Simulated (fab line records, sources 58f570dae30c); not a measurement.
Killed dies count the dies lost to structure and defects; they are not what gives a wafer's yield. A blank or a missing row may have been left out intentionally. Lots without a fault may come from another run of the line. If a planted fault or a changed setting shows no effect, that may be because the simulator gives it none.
Which tool was responsible? + flow berkeley_cmos170 + 39 wafers from 13 lots sampled at 3 of the route's 331 steps

== WHAT THE GAUGES READ, wafer by wafer ==
UCB170_M2_RS_MEAS_02: uses a four-point probe to measure. Usual: M2_AL_RS typically reads 0.032 ohm/sq, with standard deviation 0.00027.
| lot  | measured     | on            | M2_AL_RS (ohm/sq)       | flag |
|------|--------------|---------------|-------------------------|------|
| L160 | day 9 02:16  | film_metro-04 | 0.03227 0.03209 0.0321  |      |
| L161 | day 8 21:48  | film_metro-01 | 0.032 0.03201 0.03228   |      |
| L162 | day 9 22:17  | film_metro-02 | 0.03183 0.03162 0.03171 |      |
| L164 | day 9 22:32  | film_metro-01 | 0.03263 0.03257 0.0323  |      |
| L163 | day 9 22:23  | film_metro-04 | 0.03179 0.0316 0.03162  |      |
| L165 | day 10 20:09 | film_metro-04 | 0.03206 0.03175 0.03192 |      |
| L168 | day 10 22:04 | film_metro-02 | 0.03249 0.03197 0.03209 |      |
| L169 | day 11 13:23 | film_metro-02 | 0.03227 0.03225 0.03218 |      |
| L171 | day 11 12:05 | film_metro-01 | 0.03197 0.03183 0.03189 |      |
| L172 | day 11 13:04 | film_metro-01 | 0.03177 0.03177 0.03171 |      |
| L173 | day 11 13:14 | film_metro-04 | 0.03178 0.03179 0.03156 |      |
| L179 | day 12 22:36 | film_metro-01 | 0.03214 0.03209 0.03189 |      |
| L182 | day 13 02:25 | film_metro-02 | 0.032 0.03208 0.0319    |      |

== WHICH TOOL RAN EACH LOT (tool, then ch and the chambers of the sampled wafers, then the start) ==
| lot  | UCB170_NWELL_ETCH_13              | UCB170_M2_SPUTTER_01         |
|------|-----------------------------------|------------------------------|
| L160 | rie_diel-02 ch 1,2,3, day 2 16:02 | pvd_sputter-03, day 9 02:08  |
| L161 | rie_diel-03 ch 0,1,2, day 2 16:10 | pvd_sputter-02, day 8 21:42  |
| L162 | rie_diel-03 ch 1,2, day 3 03:37   | pvd_sputter-03, day 9 22:10  |
| L164 | rie_diel-02 ch 0,3, day 3 15:14   | pvd_sputter-04, day 9 22:25  |
| L163 | rie_diel-03 ch 0,2,3, day 3 15:29 | pvd_sputter-02, day 9 22:17  |
| L165 | rie_diel-03 ch 0,2,3, day 4 00:22 | pvd_sputter-03, day 10 20:04 |
| L168 | rie_diel-02 ch 0,3, day 4 12:47   | pvd_sputter-04, day 10 21:58 |
| L169 | rie_diel-02 ch 1,2,3, day 5 06:22 | pvd_sputter-02, day 11 13:16 |
| L171 | rie_diel-03 ch 0,2,3, day 5 14:24 | pvd_sputter-04, day 11 12:00 |
| L172 | rie_diel-01 ch 0,3, day 5 14:38   | pvd_sputter-02, day 11 12:59 |
| L173 | rie_diel-01 ch 0,2,3, day 5 19:32 | pvd_sputter-04, day 11 13:09 |
| L179 | rie_diel-03 ch 1,3, day 6 07:41   | pvd_sputter-04, day 12 22:31 |
| L182 | rie_diel-01 ch 0,1,3, day 6 23:14 | pvd_sputter-03, day 13 02:19 |
- UCB170_NWELL_ETCH_13: etches Si3N4 in CH3F/Ar/O2, stops on SiO2, target depth 246.4 nm, time 154 s.
- UCB170_M2_SPUTTER_01: material Al, target thk 900 nm, time 120 s.

== WHAT THE TOOLS THEMSELVES READ (means of the sampled wafers that have a number; where no wafer has one, the mark that the record gives instead) ==
UCB170_NWELL_ETCH_13. Usual: drypump_motor_current_A 5.7 A, standard deviation 0.55; oes_product_au 0.940 a.u., standard deviation 0.018; throttle_valve_pct 8.06 %, standard deviation 0.14.
| lot  | tool        | drypump_motor_current_A (A) | oes_product_au (a.u.) | throttle_valve_pct (%) | flag |
|------|-------------|-----------------------------|-----------------------|------------------------|------|
| L160 | rie_diel-02 | 5.7                         | 0.928                 | 8.05                   |      |
| L161 | rie_diel-03 | 5.6                         | 0.949                 | 8.04                   |      |
| L162 | rie_diel-03 | 5.9                         | 0.953                 | 8.03                   |      |
| L164 | rie_diel-02 | 5.4                         | 0.958                 | 7.86                   |      |
| L163 | rie_diel-03 | 5.7                         | 0.948                 | 8.11                   |      |
| L165 | rie_diel-03 | 5.7                         | 0.947                 | 8.11                   |      |
| L168 | rie_diel-02 | 5.4                         | 0.952                 | 7.86                   |      |
| L169 | rie_diel-02 | 5.7                         | 0.930                 | 8.06                   |      |
| L171 | rie_diel-03 | 5.7                         | 0.933                 | 8.10                   |      |
| L172 | rie_diel-01 | 6.1                         | 0.921                 | 8.06                   |      |
| L173 | rie_diel-01 | 6.0                         | 0.929                 | 8.07                   |      |
| L179 | rie_diel-03 | 6.5                         | 0.960                 | 8.11                   |      |
| L182 | rie_diel-01 | 5.9                         | 0.935                 | 8.14                   |      |

UCB170_M2_SPUTTER_01. Usual: throttle_valve_pct 30.6 %, standard deviation 1.1.
| lot  | tool           | throttle_valve_pct (%) | flag |
|------|----------------|------------------------|------|
| L160 | pvd_sputter-03 | 30.2                   |      |
| L161 | pvd_sputter-02 | 31.7                   |      |
| L162 | pvd_sputter-03 | 30.4                   |      |
| L164 | pvd_sputter-04 | 30.7                   |      |
| L163 | pvd_sputter-02 | 31.3                   |      |
| L165 | pvd_sputter-03 | 30.7                   |      |
| L168 | pvd_sputter-04 | 29.9                   |      |
| L169 | pvd_sputter-02 | 30.7                   |      |
| L171 | pvd_sputter-04 | 29.9                   |      |
| L172 | pvd_sputter-02 | 31.8                   |      |
| L173 | pvd_sputter-04 | 30.7                   |      |
| L179 | pvd_sputter-04 | 28.9                   |      |
| L182 | pvd_sputter-03 | 30.5                   |      |

== THE ANSWER, worked out from the rows above alone ==
Rule: a lot counts as off when the mean over its wafers that have a number is more than 3 standard deviations away from the usual mean. A lot without any number at a reading at which 4 lots or more have one is off too. Any other lot the step has rows for is counted as sound. The gauges are gone through in route order, then the tools' own readings, and for those a lot's mean is taken as printed above. The first step at which some lot is off is used, and at that step the reading that is off furthest; a lot without a number counts as furthest.
Nothing can be told from this: no lot is off at any reading shown.

== WHAT THE SIMULATOR PUT IN ==
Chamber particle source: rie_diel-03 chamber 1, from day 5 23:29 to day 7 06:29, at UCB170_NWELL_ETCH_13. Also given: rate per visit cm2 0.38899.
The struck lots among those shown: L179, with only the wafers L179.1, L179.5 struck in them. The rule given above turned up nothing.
